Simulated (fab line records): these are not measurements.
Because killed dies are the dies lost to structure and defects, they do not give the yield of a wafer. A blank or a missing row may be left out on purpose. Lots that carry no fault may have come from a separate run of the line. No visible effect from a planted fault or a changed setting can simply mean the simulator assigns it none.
What tool caused it? || flow berkeley_cmos170 || Sampling: 14 lots, 42 wafers, 4 of 331 route steps

WHAT THE GAUGES READ, wafer by wafer
UCB170_ACTIVE_OVL_MEAS_14. Usual: ACTIVE_OVL gives -4 nm (standard deviation 6.1).
{"lot": "L390", "measured": "day 5 05:02", "on": "overlay-02", "ACTIVE_OVL (nm)": "-3 -3 0", "flag": ""}
{"lot": "L393", "measured": "day 5 16:33", "on": "overlay-02", "ACTIVE_OVL (nm)": "-9 -7 -7", "flag": ""}
{"lot": "L395", "measured": "day 6 05:53", "on": "overlay-02", "ACTIVE_OVL (nm)": "1 -2 -3", "flag": ""}
{"lot": "L396", "measured": "day 6 06:07", "on": "overlay-02", "ACTIVE_OVL (nm)": "6 3 9", "flag": ""}
{"lot": "L397", "measured": "day 6 06:22", "on": "overlay-01", "ACTIVE_OVL (nm)": "-6 0 3", "flag": ""}
{"lot": "L398", "measured": "day 6 20:30", "on": "overlay-01", "ACTIVE_OVL (nm)": "-8 -1 2", "flag": ""}
{"lot": "L399", "measured": "day 6 20:20", "on": "overlay-02", "ACTIVE_OVL (nm)": "-6 0 0", "flag": ""}
{"lot": "L400", "measured": "day 7 10:11", "on": "overlay-01", "ACTIVE_OVL (nm)": "-9 -9 8", "flag": ""}
{"lot": "L402", "measured": "day 7 21:07", "on": "overlay-01", "ACTIVE_OVL (nm)": "4 0 0", "flag": ""}
{"lot": "L406", "measured": "day 8 07:34", "on": "overlay-01", "ACTIVE_OVL (nm)": "-11 -8 -10", "flag": ""}
{"lot": "L407", "measured": "day 8 07:13", "on": "overlay-01", "ACTIVE_OVL (nm)": "4 1 -2", "flag": ""}
{"lot": "L409", "measured": "day 9 00:03", "on": "overlay-01", "ACTIVE_OVL (nm)": "-12 -17 -12", "flag": ""}

UCB170_PVT_OVL_MEAS_06. Usual: PVT_OVL gives -1 nm (standard deviation 5.9).
{"lot": "L390", "measured": "day 6 20:58", "on": "overlay-02", "PVT_OVL (nm)": "-10 2 7", "flag": ""}
{"lot": "L393", "measured": "day 7 13:59", "on": "overlay-01", "PVT_OVL (nm)": "-6 -13 -13", "flag": ""}
{"lot": "L395", "measured": "day 8 02:14", "on": "overlay-02", "PVT_OVL (nm)": "9 5 10", "flag": ""}
{"lot": "L396", "measured": "day 8 01:58", "on": "overlay-01", "PVT_OVL (nm)": "-5 -8 -5", "flag": ""}
{"lot": "L397", "measured": "day 8 01:56", "on": "overlay-02", "PVT_OVL (nm)": "4 5 0", "flag": ""}
{"lot": "L398", "measured": "day 8 17:59", "on": "overlay-02", "PVT_OVL (nm)": "5 3 6", "flag": ""}
{"lot": "L399", "measured": "day 8 17:52", "on": "overlay-01", "PVT_OVL (nm)": "5 7 7", "flag": ""}
{"lot": "L400", "measured": "day 9 05:37", "on": "overlay-02", "PVT_OVL (nm)": "-5 1 7", "flag": ""}
{"lot": "L402", "measured": "day 9 21:04", "on": "overlay-02", "PVT_OVL (nm)": "-4 -1 0", "flag": ""}
{"lot": "L406", "measured": "day 10 04:14", "on": "overlay-02", "PVT_OVL (nm)": "-7 -9 -2", "flag": ""}
{"lot": "L407", "measured": "day 10 04:47", "on": "overlay-01", "PVT_OVL (nm)": "3 4 2", "flag": ""}
{"lot": "L409", "measured": "day 10 22:10", "on": "overlay-02", "PVT_OVL (nm)": "-6 0 -5", "flag": ""}

TOOL THAT RAN EACH LOT (tool first, then ch and the chambers of the sampled wafers, then the start)
{"lot": "L390", "UCB170_PWELL_OXIDATION_02": "furnace-02 ch 0, day 3 01:41", "UCB170_PFIELD_STRIP_08": "plasma_asher-04 ch 0,1, day 5 06:50"}
{"lot": "L393", "UCB170_PWELL_OXIDATION_02": "furnace-04 ch 0, day 3 19:35", "UCB170_PFIELD_STRIP_08": "plasma_asher-03 ch 0,1, day 5 19:25"}
{"lot": "L395", "UCB170_PWELL_OXIDATION_02": "furnace-04 ch 0, day 4 07:43", "UCB170_PFIELD_STRIP_08": "plasma_asher-03 ch 0,1, day 6 08:04"}
{"lot": "L396", "UCB170_PWELL_OXIDATION_02": "furnace-04 ch 0, day 4 07:43", "UCB170_PFIELD_STRIP_08": "plasma_asher-02 ch 0,1, day 6 08:18"}
{"lot": "L397", "UCB170_PWELL_OXIDATION_02": "furnace-04 ch 0, day 4 07:43", "UCB170_PFIELD_STRIP_08": "plasma_asher-03 ch 0,1, day 6 08:37"}
{"lot": "L398", "UCB170_PWELL_OXIDATION_02": "furnace-04 ch 0, day 4 21:41", "UCB170_PFIELD_STRIP_08": "plasma_asher-04 ch 0,1, day 6 22:40"}
{"lot": "L399", "UCB170_PWELL_OXIDATION_02": "furnace-04 ch 0, day 4 21:41", "UCB170_PFIELD_STRIP_08": "plasma_asher-03 ch 0,1, day 6 21:55"}
{"lot": "L400", "UCB170_PWELL_OXIDATION_02": "furnace-02 ch 0, day 5 06:54", "UCB170_PFIELD_STRIP_08": "plasma_asher-02 ch 0, day 7 12:46"}
{"lot": "L402", "UCB170_PWELL_OXIDATION_02": "furnace-02 ch 0, day 5 15:10", "UCB170_PFIELD_STRIP_08": "plasma_asher-02 ch 0,1, day 8 00:10"}
{"lot": "L404", "UCB170_PWELL_OXIDATION_02": "furnace-04, day 5 21:53", "UCB170_PFIELD_STRIP_08": "-"}
{"lot": "L405", "UCB170_PWELL_OXIDATION_02": "furnace-04, day 5 21:53", "UCB170_PFIELD_STRIP_08": "-"}
{"lot": "L406", "UCB170_PWELL_OXIDATION_02": "furnace-01 ch 0, day 6 09:09", "UCB170_PFIELD_STRIP_08": "plasma_asher-03 ch 1, day 8 09:17"}
{"lot": "L407", "UCB170_PWELL_OXIDATION_02": "furnace-01 ch 0, day 6 09:09", "UCB170_PFIELD_STRIP_08": "plasma_asher-04 ch 0,1, day 8 09:01"}
{"lot": "L409", "UCB170_PWELL_OXIDATION_02": "furnace-04 ch 0, day 6 20:58", "UCB170_PFIELD_STRIP_08": "plasma_asher-04 ch 0,1, day 9 01:53"}
- UCB170_PWELL_OXIDATION_02: target thk 26.4 nm, ox time 1260 s.
- UCB170_PFIELD_STRIP_08: strips in O2.

WHAT THE TOOLS THEMSELVES READ (means of the sampled wafers that have a number; where no wafer has one, the mark that the record gives instead)
UCB170_PWELL_OXIDATION_02. Usual: ox_temp_c 1000.0 C, standard deviation 0.49; ox_temp_c_max 1005.3, standard deviation 1.3; spike_tc_source_C 1023.2 C, standard deviation 1.6; zone_power_centre_pct 51 %, standard deviation 3.9.
{"lot": "L390", "tool": "furnace-02", "ox_temp_c (C)": 1000.4, "ox_temp_c_max": 1005.4, "spike_tc_source_C (C)": 1024.1, "zone_power_centre_pct (%)": 47, "flag": ""}
{"lot": "L393", "tool": "furnace-04", "ox_temp_c (C)": 1000.3, "ox_temp_c_max": 1005.9, "spike_tc_source_C (C)": 1022.1, "zone_power_centre_pct (%)": 54, "flag": ""}
{"lot": "L395", "tool": "furnace-04", "ox_temp_c (C)": 1000.8, "ox_temp_c_max": 1007.2, "spike_tc_source_C (C)": 1022.2, "zone_power_centre_pct (%)": 54, "flag": ""}
{"lot": "L396", "tool": "furnace-04", "ox_temp_c (C)": 999.3, "ox_temp_c_max": 1004.7, "spike_tc_source_C (C)": 1022.4, "zone_power_centre_pct (%)": 54, "flag": ""}
{"lot": "L397", "tool": "furnace-04", "ox_temp_c (C)": 999.4, "ox_temp_c_max": 1004.7, "spike_tc_source_C (C)": 1022.0, "zone_power_centre_pct (%)": 55, "flag": ""}
{"lot": "L398", "tool": "furnace-04", "ox_temp_c (C)": 1000.5, "ox_temp_c_max": 1006.9, "spike_tc_source_C (C)": 1022.0, "zone_power_centre_pct (%)": 54, "flag": ""}
{"lot": "L399", "tool": "furnace-04", "ox_temp_c (C)": 1000.4, "ox_temp_c_max": 1006.6, "spike_tc_source_C (C)": 1023.0, "zone_power_centre_pct (%)": 54, "flag": ""}
{"lot": "L400", "tool": "furnace-02", "ox_temp_c (C)": 999.7, "ox_temp_c_max": 1004.5, "spike_tc_source_C (C)": 1024.5, "zone_power_centre_pct (%)": 46, "flag": ""}
{"lot": "L402", "tool": "furnace-02", "ox_temp_c (C)": 1000.1, "ox_temp_c_max": 1004.7, "spike_tc_source_C (C)": 1024.1, "zone_power_centre_pct (%)": 46, "flag": ""}
{"lot": "L404", "tool": "furnace-04", "ox_temp_c (C)": "-", "ox_temp_c_max": "-", "spike_tc_source_C (C)": "-", "zone_power_centre_pct (%)": "-", "flag": "OFF"}
{"lot": "L405", "tool": "furnace-04", "ox_temp_c (C)": "-", "ox_temp_c_max": "-", "spike_tc_source_C (C)": "-", "zone_power_centre_pct (%)": "-", "flag": "OFF"}
{"lot": "L406", "tool": "furnace-01", "ox_temp_c (C)": 999.7, "ox_temp_c_max": 1004.4, "spike_tc_source_C (C)": 1025.6, "zone_power_centre_pct (%)": 47, "flag": ""}
{"lot": "L407", "tool": "furnace-01", "ox_temp_c (C)": 999.4, "ox_temp_c_max": 1003.4, "spike_tc_source_C (C)": 1024.7, "zone_power_centre_pct (%)": 47, "flag": ""}
{"lot": "L409", "tool": "furnace-04", "ox_temp_c (C)": 1000.5, "ox_temp_c_max": 1005.3, "spike_tc_source_C (C)": 1021.5, "zone_power_centre_pct (%)": 54, "flag": ""}

UCB170_PFIELD_STRIP_08. Usual: drypump_motor_current_A 5.5 A, standard deviation 0.46; o2_flow_sccm 399.9 sccm, standard deviation 1.2; oes_product_au 0.735 a.u., standard deviation 0.0044; strip_time_to_endpoint_s 21.63 s, standard deviation 0.076.
{"lot": "L390", "tool": "plasma_asher-04", "drypump_motor_current_A (A)": 5.5, "o2_flow_sccm (sccm)": 399.1, "oes_product_au (a.u.)": 0.735, "strip_time_to_endpoint_s (s)": 21.62, "flag": ""}
{"lot": "L393", "tool": "plasma_asher-03", "drypump_motor_current_A (A)": 5.3, "o2_flow_sccm (sccm)": 399.6, "oes_product_au (a.u.)": 0.739, "strip_time_to_endpoint_s (s)": 21.64, "flag": ""}
{"lot": "L395", "tool": "plasma_asher-03", "drypump_motor_current_A (A)": 5.3, "o2_flow_sccm (sccm)": 399.0, "oes_product_au (a.u.)": 0.730, "strip_time_to_endpoint_s (s)": 21.62, "flag": ""}
{"lot": "L396", "tool": "plasma_asher-02", "drypump_motor_current_A (A)": 5.3, "o2_flow_sccm (sccm)": 399.9, "oes_product_au (a.u.)": 0.733, "strip_time_to_endpoint_s (s)": 21.66, "flag": ""}
{"lot": "L397", "tool": "plasma_asher-03", "drypump_motor_current_A (A)": 5.3, "o2_flow_sccm (sccm)": 400.0, "oes_product_au (a.u.)": 0.734, "strip_time_to_endpoint_s (s)": 21.51, "flag": ""}
{"lot": "L398", "tool": "plasma_asher-04", "drypump_motor_current_A (A)": 5.5, "o2_flow_sccm (sccm)": 399.9, "oes_product_au (a.u.)": 0.729, "strip_time_to_endpoint_s (s)": 21.70, "flag": ""}
{"lot": "L399", "tool": "plasma_asher-03", "drypump_motor_current_A (A)": 5.3, "o2_flow_sccm (sccm)": 399.8, "oes_product_au (a.u.)": 0.733, "strip_time_to_endpoint_s (s)": 21.67, "flag": ""}
{"lot": "L400", "tool": "plasma_asher-02", "drypump_motor_current_A (A)": 5.0, "o2_flow_sccm (sccm)": 399.5, "oes_product_au (a.u.)": 0.734, "strip_time_to_endpoint_s (s)": 21.78, "flag": ""}
{"lot": "L402", "tool": "plasma_asher-02", "drypump_motor_current_A (A)": 5.5, "o2_flow_sccm (sccm)": 399.8, "oes_product_au (a.u.)": 0.736, "strip_time_to_endpoint_s (s)": 21.63, "flag": ""}
{"lot": "L406", "tool": "plasma_asher-03", "drypump_motor_current_A (A)": 4.9, "o2_flow_sccm (sccm)": 401.1, "oes_product_au (a.u.)": 0.739, "strip_time_to_endpoint_s (s)": 21.74, "flag": ""}
{"lot": "L407", "tool": "plasma_asher-04", "drypump_motor_current_A (A)": 5.5, "o2_flow_sccm (sccm)": 400.2, "oes_product_au (a.u.)": 0.733, "strip_time_to_endpoint_s (s)": 21.54, "flag": ""}
{"lot": "L409", "tool": "plasma_asher-04", "drypump_motor_current_A (A)": 5.5, "o2_flow_sccm (sccm)": 399.4, "oes_product_au (a.u.)": 0.735, "strip_time_to_endpoint_s (s)": 21.60, "flag": ""}

THE ANSWER, worked out from the rows above alone
Rule: lot off if the mean of its wafers having a number is beyond 3 standard deviations from the usual mean. Also off: a lot with no number at a reading for which 4 or more lots have one. Any other lot the step has rows for is counted as sound. First the gauges in route order, then the tools' own readings, where a lot's mean is used as printed above. The first step at which some lot is off is used, and at that step the reading that is off furthest; a lot without a number counts as furthest.
Off: L404, L405, at UCB170_PWELL_OXIDATION_02 (ox_temp_c). Without a number there: L404, L405.
A tool fits if, at that step or a process step before it, it ran every lot that is off, and no sound lot after the first of them. Of those tried, none fits.

WHAT HAD BEEN PUT IN BY THE SIMULATOR
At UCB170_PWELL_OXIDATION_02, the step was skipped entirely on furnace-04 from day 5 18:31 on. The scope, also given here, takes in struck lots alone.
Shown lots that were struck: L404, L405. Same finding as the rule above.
